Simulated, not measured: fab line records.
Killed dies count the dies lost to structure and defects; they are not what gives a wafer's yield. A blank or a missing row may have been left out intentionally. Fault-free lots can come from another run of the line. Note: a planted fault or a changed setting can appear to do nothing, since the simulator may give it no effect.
Split-lot experiment    flow rit cmos    23 wafers read across 5 lots, on a route 202 steps long

## THE SPLIT ITSELF
At RIT_NLDD_IMPLANT_08, the setting dose cm2 was moved away from the recipe's 5e+14 on 6 of the 23 wafers read, by -6.2% to +6.3%. All remaining wafers had this setting at the recipe value.

## FROM THE SPLIT TO THE READING: what the file shows between them, 6 steps
- RIT_NLDD_STRIP_09: strips in O2, time 180 s
- RIT_NLDD_TW_MEAS_10
- RIT_PSD_IMPLANT_08 (also split here: energy kev)
- RIT_SDANNEAL_CLEAN_02: cleans in SC2, time 600 s (also split here: time s)
- RIT_SDANNEAL_RTA_03: time 5 s
- RIT_SDANNEAL_RS_MEAS_04: measures by four-point-probe

## THE READING
NLDD_RS, in ohm/sq, at RIT_SDANNEAL_RS_MEAS_07 (measures by four-point-probe). Typical for fault-free wafers on this fab line: 151.8 ohm/sq, with standard deviation 0.5 ohm/sq.

wafer   tool, chamber at the split  dose cm2 as run  against the recipe  NLDD_RS, ohm/sq  against lot-mates on the recipe
L077.2  implanter-01, 0             5e+14            recipe              153.0            -
L077.3  implanter-01, 0             5e+14            recipe              152.5            -
L077.5  implanter-01, 0             5e+14            recipe              152.4            -
L078.1  implanter-04, 0             5e+14            recipe              151.5            -
L078.3  implanter-04, 0             5e+14            recipe              151.3            -
L078.4  implanter-04, 0             5e+14            recipe              151.5            -
L078.5  implanter-04, 0             5e+14            recipe              151.5            -
L078.6  implanter-04, 0             5e+14            recipe              151.1            -
L082.1  implanter-03, 0             5e+14            recipe              151.9            -
L082.2  implanter-03, 0             5e+14            recipe              152.1            -
L082.3  implanter-03, 0             5.246e+14        +4.9%               146.4            -5.6
L082.4  implanter-03, 0             5.246e+14        +4.9%               146.1            -5.9
L082.6  implanter-03, 0             5e+14            recipe              152.1            -
L083.2  implanter-04, 0             5e+14            recipe              152.6            -
L083.3  implanter-04, 0             5e+14            recipe              151.9            -
L083.4  implanter-04, 0             5e+14            recipe              152.2            -
L083.5  implanter-04, 0             4.691e+14        -6.2%               159.9            +7.7
L083.6  implanter-04, 0             4.691e+14        -6.2%               159.4            +7.2
L085.1  implanter-01, 0             5.314e+14        +6.3%               145.0            -7.0
L085.2  implanter-01, 0             5.314e+14        +6.3%               144.8            -7.2
L085.4  implanter-01, 0             5e+14            recipe              152.1            -
L085.5  implanter-01, 0             5e+14            recipe              152.0            -
L085.6  implanter-01, 0             5e+14            recipe              152.0            -

THE FIT
A straight line over all 23 wafers: NLDD_RS changes by -1.18 ohm/sq for each +1% of dose cm2; r = -0.99; the points scatter about the line by 0.46 ohm/sq.
The same after taking each lot's own level away (the mean of its wafers on the recipe; 23 wafers): -1.17 ohm/sq for each +1%; r = -1.00; scatter 0.21 ohm/sq.
The reading moves by 7.4 ohm/sq for the largest change in dose cm2, on that fit.
The span of the lots' own levels, 151.38 to 152.63 ohm/sq, comes to 2.5 times the standard deviation stated above.
Hence the lot-to-lot level has little effect on the slope; both slopes agree.
Check: for one of the wafers moved furthest among these (+6.3%), held out of the fit, the line's prediction against its lot-mates is -7.4 ohm/sq. Against them it came out at -7.03 ohm/sq.

## OTHER SPLITS ON THESE WAFERS
These wafers also went through other splits before the reading. Each is held against what the fit with the lots' levels taken away leaves over:
other split on the same wafers  wafers away from the commonest value  r with NLDD_RS (lot level and that fit taken away)
RIT_GATE_EXPOSE_13 dose mj      4                                     -0.08
RIT_PSD_IMPLANT_08 energy kev   11                                    -0.06
RIT_SDANNEAL_CLEAN_02 time s    10                                    -0.12

## THE WHOLE CHAIN: every reading that the file lists as answering this split, in the file's order
step                     what it does                  reading  change (the file's fit)            r (the file's)
RIT_NLDD_TW_MEAS_10                                    NLDD_TW  +5.83 for each +1% of the setting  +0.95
RIT_SDANNEAL_RS_MEAS_07  measures by four-point-probe  NLDD_RS  -1.17 for each +1% of the setting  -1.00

## FILE'S OWN FIT
NLDD_RS changes by -1.17 ohm/sq for each +1% of dose cm2, r = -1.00.
